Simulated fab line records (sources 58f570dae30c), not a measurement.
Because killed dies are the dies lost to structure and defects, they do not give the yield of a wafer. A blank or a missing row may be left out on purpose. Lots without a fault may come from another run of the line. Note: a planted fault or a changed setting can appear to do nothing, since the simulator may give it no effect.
Which tool was responsible? / flow berkeley_cmos170 / 42 wafers from 14 lots sampled at 4 of the route's 331 steps

## WHAT EACH GAUGE READ, for each wafer
UCB170_NSD_TW_MEAS_10. Usual: NSD_TW gives 4217 (standard deviation 25).
lot=L403; measured=day 6 16:02; on=film_metro-03; NSD_TW=4216 4228 4198; flag=
lot=L404; measured=day 6 20:55; on=film_metro-03; NSD_TW=4211 4203 4198; flag=
lot=L405; measured=day 6 21:08; on=film_metro-01; NSD_TW=4205 4219 4192; flag=
lot=L409; measured=day 7 19:50; on=film_metro-02; NSD_TW=4213 4227 4232; flag=
lot=L410; measured=day 8 02:01; on=film_metro-02; NSD_TW=4204 4235 4222; flag=
lot=L408; measured=day 8 02:17; on=film_metro-02; NSD_TW=4238 4202 4225; flag=
lot=L413; measured=day 9 01:22; on=film_metro-03; NSD_TW=4228 4198 4181; flag=
lot=L414; measured=day 9 01:49; on=film_metro-01; NSD_TW=4200 4231 4230; flag=
lot=L416; measured=day 9 08:11; on=film_metro-01; NSD_TW=4205 4196 4197; flag=
lot=L417; measured=day 9 23:17; on=film_metro-01; NSD_TW=4202 4210 4193; flag=
lot=L422; measured=day 10 18:02; on=film_metro-03; NSD_TW=4201 4170 4166; flag=
lot=L423; measured=day 10 18:19; on=film_metro-02; NSD_TW=4272 4287 4261; flag=
lot=L425; measured=day 11 03:44; on=film_metro-02; NSD_TW=4220 4209 4235; flag=
lot=L424; measured=day 11 04:11; on=film_metro-03; NSD_TW=4253 4233 4268; flag=

UCB170_M2_CD_MEAS_15 targets a cd of 700 nm. Usual: 700.2 nm for cd_nm, sd 1.4.
lot=L403; measured=day 7 09:26; on=cd_sem-01; cd_nm (nm)=702.0 700.2 700.7; flag=
lot=L404; measured=day 7 15:11; on=cd_sem-02; cd_nm (nm)=701.0 698.8 699.9; flag=
lot=L405; measured=day 7 15:35; on=cd_sem-01; cd_nm (nm)=699.4 700.8 700.1; flag=
lot=L409; measured=day 8 15:49; on=cd_sem-01; cd_nm (nm)=702.3 701.9 701.3; flag=
lot=L410; measured=day 9 00:37; on=cd_sem-01; cd_nm (nm)=699.2 698.9 699.2; flag=
lot=L408; measured=day 9 00:20; on=cd_sem-02; cd_nm (nm)=703.3 702.2 702.7; flag=
lot=L413; measured=day 9 21:46; on=cd_sem-01; cd_nm (nm)=701.5 700.7 699.7; flag=
lot=L414; measured=day 9 21:11; on=cd_sem-01; cd_nm (nm)=699.8 699.5 697.9; flag=
lot=L422; measured=day 11 13:54; on=cd_sem-01; cd_nm (nm)=697.8 698.7 698.0; flag=
lot=L423; measured=day 11 13:25; on=cd_sem-02; cd_nm (nm)=699.2 698.8 699.8; flag=
lot=L425; measured=day 11 22:27; on=cd_sem-01; cd_nm (nm)=700.3 700.0 700.1; flag=
lot=L424; measured=day 11 22:43; on=cd_sem-01; cd_nm (nm)=699.7 700.8 699.8; flag=

## WHICH TOOL RAN EACH LOT (tool, then ch and the chambers of the sampled wafers, then the start)
lot=L403; UCB170_CONTACT_ETCH_18=rie_diel-02 ch 0,1,3, day 7 07:03 or earlier; UCB170_V1_STRIP_15=plasma_asher-04 ch 0,1, day 7 07:03
lot=L404; UCB170_CONTACT_ETCH_18=rie_diel-04 ch 1,2, day 7 13:03 or earlier; UCB170_V1_STRIP_15=plasma_asher-03 ch 0,1, day 7 13:03
lot=L405; UCB170_CONTACT_ETCH_18=rie_diel-03 ch 0,2,3, day 7 13:10 or earlier; UCB170_V1_STRIP_15=plasma_asher-01 ch 0,1, day 7 13:10
lot=L409; UCB170_CONTACT_ETCH_18=rie_diel-03 ch 0,1, day 8 13:16 or earlier; UCB170_V1_STRIP_15=plasma_asher-04 ch 0,1, day 8 13:16
lot=L410; UCB170_CONTACT_ETCH_18=rie_diel-04 ch 1,2,3, day 8 21:22 or earlier; UCB170_V1_STRIP_15=plasma_asher-01 ch 0,1, day 8 21:22
lot=L408; UCB170_CONTACT_ETCH_18=rie_diel-03 ch 0,1, day 8 21:05 or earlier; UCB170_V1_STRIP_15=plasma_asher-03 ch 0,1, day 8 21:05
lot=L413; UCB170_CONTACT_ETCH_18=rie_diel-04 ch 1,2, day 9 18:40 or earlier; UCB170_V1_STRIP_15=plasma_asher-03 ch 0,1, day 9 18:40
lot=L414; UCB170_CONTACT_ETCH_18=rie_diel-03 ch 0,2,3, day 9 18:24 or earlier; UCB170_V1_STRIP_15=plasma_asher-03 ch 0,1, day 9 18:24
lot=L416; UCB170_CONTACT_ETCH_18=rie_diel-02 ch 0,1,3, day 10 04:59 or earlier; UCB170_V1_STRIP_15=plasma_asher-03 ch 0,1, day 10 04:59
lot=L417; UCB170_CONTACT_ETCH_18=rie_diel-02 ch 1,3, day 10 13:14 or earlier; UCB170_V1_STRIP_15=plasma_asher-04 ch 0,1, day 10 13:14
lot=L422; UCB170_CONTACT_ETCH_18=rie_diel-02 ch 0,1,3, day 11 11:37 or earlier; UCB170_V1_STRIP_15=plasma_asher-03 ch 0,1, day 11 11:37
lot=L423; UCB170_CONTACT_ETCH_18=rie_diel-04 ch 1,2, day 11 11:07 or earlier; UCB170_V1_STRIP_15=plasma_asher-04 ch 0,1, day 11 11:07
lot=L425; UCB170_CONTACT_ETCH_18=rie_diel-02 ch 0,1,2, day 11 19:33 or earlier; UCB170_V1_STRIP_15=plasma_asher-04 ch 0,1, day 11 19:33
lot=L424; UCB170_CONTACT_ETCH_18=rie_diel-03 ch 1,3, day 11 19:49 or earlier; UCB170_V1_STRIP_15=plasma_asher-03 ch 0, day 11 19:49
- UCB170_CONTACT_ETCH_18: etches PSG in CHF3/CF4/Ar, stops on TiSi2, target depth 840 nm, time 195 s.
- UCB170_V1_STRIP_15: strips in O2.

## AS READ BY THE TOOLS THEMSELVES (means over the sampled wafers that have a number; for cases with no such wafer, the mark the record gives instead)
UCB170_CONTACT_ETCH_18. Usual: CHF3_flow_sccm 45.01 sccm, standard deviation 0.14; drypump_motor_current_A 5.7 A, standard deviation 0.35; oes_product_au 0.898 a.u., standard deviation 0.012; throttle_valve_pct 6.92 %, standard deviation 0.12.
lot=L403; tool=rie_diel-02; CHF3_flow_sccm (sccm)=44.92; drypump_motor_current_A (A)=5.6; oes_product_au (a.u.)=0.898; throttle_valve_pct (%)=6.95; flag=
lot=L404; tool=rie_diel-04; CHF3_flow_sccm (sccm)=45.15; drypump_motor_current_A (A)=5.6; oes_product_au (a.u.)=0.877; throttle_valve_pct (%)=6.93; flag=
lot=L405; tool=rie_diel-03; CHF3_flow_sccm (sccm)=45.06; drypump_motor_current_A (A)=5.8; oes_product_au (a.u.)=0.896; throttle_valve_pct (%)=6.91; flag=
lot=L409; tool=rie_diel-03; CHF3_flow_sccm (sccm)=44.98; drypump_motor_current_A (A)=5.9; oes_product_au (a.u.)=0.897; throttle_valve_pct (%)=6.83; flag=
lot=L410; tool=rie_diel-04; CHF3_flow_sccm (sccm)=44.98; drypump_motor_current_A (A)=5.7; oes_product_au (a.u.)=0.890; throttle_valve_pct (%)=6.88; flag=
lot=L408; tool=rie_diel-03; CHF3_flow_sccm (sccm)=45.11; drypump_motor_current_A (A)=6.0; oes_product_au (a.u.)=0.899; throttle_valve_pct (%)=6.88; flag=
lot=L413; tool=rie_diel-04; CHF3_flow_sccm (sccm)=45.05; drypump_motor_current_A (A)=5.6; oes_product_au (a.u.)=0.891; throttle_valve_pct (%)=6.94; flag=
lot=L414; tool=rie_diel-03; CHF3_flow_sccm (sccm)=44.98; drypump_motor_current_A (A)=5.8; oes_product_au (a.u.)=0.897; throttle_valve_pct (%)=6.92; flag=
lot=L416; tool=rie_diel-02; CHF3_flow_sccm (sccm)=44.90; drypump_motor_current_A (A)=5.6; oes_product_au (a.u.)=0.895; throttle_valve_pct (%)=6.95; flag=
lot=L417; tool=rie_diel-02; CHF3_flow_sccm (sccm)=45.03; drypump_motor_current_A (A)=5.3; oes_product_au (a.u.)=0.889; throttle_valve_pct (%)=6.96; flag=
lot=L422; tool=rie_diel-02; CHF3_flow_sccm (sccm)=44.99; drypump_motor_current_A (A)=5.5; oes_product_au (a.u.)=0.897; throttle_valve_pct (%)=6.96; flag=
lot=L423; tool=rie_diel-04; CHF3_flow_sccm (sccm)=45.06; drypump_motor_current_A (A)=5.4; oes_product_au (a.u.)=0.884; throttle_valve_pct (%)=6.83; flag=
lot=L425; tool=rie_diel-02; CHF3_flow_sccm (sccm)=44.90; drypump_motor_current_A (A)=5.4; oes_product_au (a.u.)=0.911; throttle_valve_pct (%)=6.96; flag=
lot=L424; tool=rie_diel-03; CHF3_flow_sccm (sccm)=44.94; drypump_motor_current_A (A)=6.1; oes_product_au (a.u.)=0.919; throttle_valve_pct (%)=7.00; flag=

UCB170_V1_STRIP_15. Usual: chamber_pressure_mTorr 3500 mTorr, standard deviation 3.4; drypump_motor_current_A 5.4 A, standard deviation 0.31; oes_product_au 0.721 a.u., standard deviation 0.0047; strip_time_to_endpoint_s 15.36 s, standard deviation 0.12.
lot=L403; tool=plasma_asher-04; chamber_pressure_mTorr (mTorr)=3499; drypump_motor_current_A (A)=5.0; oes_product_au (a.u.)=0.726; strip_time_to_endpoint_s (s)=15.31; flag=
lot=L404; tool=plasma_asher-03; chamber_pressure_mTorr (mTorr)=3500; drypump_motor_current_A (A)=5.4; oes_product_au (a.u.)=0.723; strip_time_to_endpoint_s (s)=15.27; flag=
lot=L405; tool=plasma_asher-01; chamber_pressure_mTorr (mTorr)=3498; drypump_motor_current_A (A)=5.7; oes_product_au (a.u.)=0.719; strip_time_to_endpoint_s (s)=15.43; flag=
lot=L409; tool=plasma_asher-04; chamber_pressure_mTorr (mTorr)=3498; drypump_motor_current_A (A)=5.2; oes_product_au (a.u.)=0.720; strip_time_to_endpoint_s (s)=15.26; flag=
lot=L410; tool=plasma_asher-01; chamber_pressure_mTorr (mTorr)=3501; drypump_motor_current_A (A)=5.5; oes_product_au (a.u.)=0.727; strip_time_to_endpoint_s (s)=15.31; flag=
lot=L408; tool=plasma_asher-03; chamber_pressure_mTorr (mTorr)=3499; drypump_motor_current_A (A)=5.4; oes_product_au (a.u.)=0.723; strip_time_to_endpoint_s (s)=15.34; flag=
lot=L413; tool=plasma_asher-03; chamber_pressure_mTorr (mTorr)=3500; drypump_motor_current_A (A)=5.3; oes_product_au (a.u.)=0.719; strip_time_to_endpoint_s (s)=15.50; flag=
lot=L414; tool=plasma_asher-03; chamber_pressure_mTorr (mTorr)=3499; drypump_motor_current_A (A)=5.3; oes_product_au (a.u.)=0.720; strip_time_to_endpoint_s (s)=15.31; flag=
lot=L416; tool=plasma_asher-03; chamber_pressure_mTorr (mTorr)=-; drypump_motor_current_A (A)=-; oes_product_au (a.u.)=-; strip_time_to_endpoint_s (s)=-; flag=OFF
lot=L417; tool=plasma_asher-04; chamber_pressure_mTorr (mTorr)=-; drypump_motor_current_A (A)=-; oes_product_au (a.u.)=-; strip_time_to_endpoint_s (s)=-; flag=OFF
lot=L422; tool=plasma_asher-03; chamber_pressure_mTorr (mTorr)=3495; drypump_motor_current_A (A)=5.3; oes_product_au (a.u.)=0.723; strip_time_to_endpoint_s (s)=15.40; flag=
lot=L423; tool=plasma_asher-04; chamber_pressure_mTorr (mTorr)=3498; drypump_motor_current_A (A)=5.0; oes_product_au (a.u.)=0.720; strip_time_to_endpoint_s (s)=15.32; flag=
lot=L425; tool=plasma_asher-04; chamber_pressure_mTorr (mTorr)=3501; drypump_motor_current_A (A)=5.0; oes_product_au (a.u.)=0.721; strip_time_to_endpoint_s (s)=15.37; flag=
lot=L424; tool=plasma_asher-03; chamber_pressure_mTorr (mTorr)=3501; drypump_motor_current_A (A)=5.4; oes_product_au (a.u.)=0.728; strip_time_to_endpoint_s (s)=15.39; flag=

## THE ANSWER, worked out from the rows above alone
Rule: take the mean of a lot's wafers that have a number; if it is more than 3 standard deviations from the usual mean, the lot is off. Also off: a lot with no number at a reading for which 4 or more lots have one. The other lots that the step has rows for count as sound. Order of review: gauges by route order, followed by the tools' own readings, for which a lot's mean as printed above is used. The first step at which some lot is off is used, and at that step the reading that is off furthest; a lot without a number counts as furthest.
Off: L416, L417, at UCB170_V1_STRIP_15 (chamber_pressure_mTorr). Without a number there: L416, L417.
A tool fits if, at that step or a process step before it, it ran every lot that is off, and no sound lot after the first of them. With no start given for some of its lots, UCB170_CONTACT_ETCH_18 uses the hours and lot order of UCB170_V1_STRIP_15. Not one of the candidates tried fits.

## WHAT THE SIMULATOR HAD PUT IN
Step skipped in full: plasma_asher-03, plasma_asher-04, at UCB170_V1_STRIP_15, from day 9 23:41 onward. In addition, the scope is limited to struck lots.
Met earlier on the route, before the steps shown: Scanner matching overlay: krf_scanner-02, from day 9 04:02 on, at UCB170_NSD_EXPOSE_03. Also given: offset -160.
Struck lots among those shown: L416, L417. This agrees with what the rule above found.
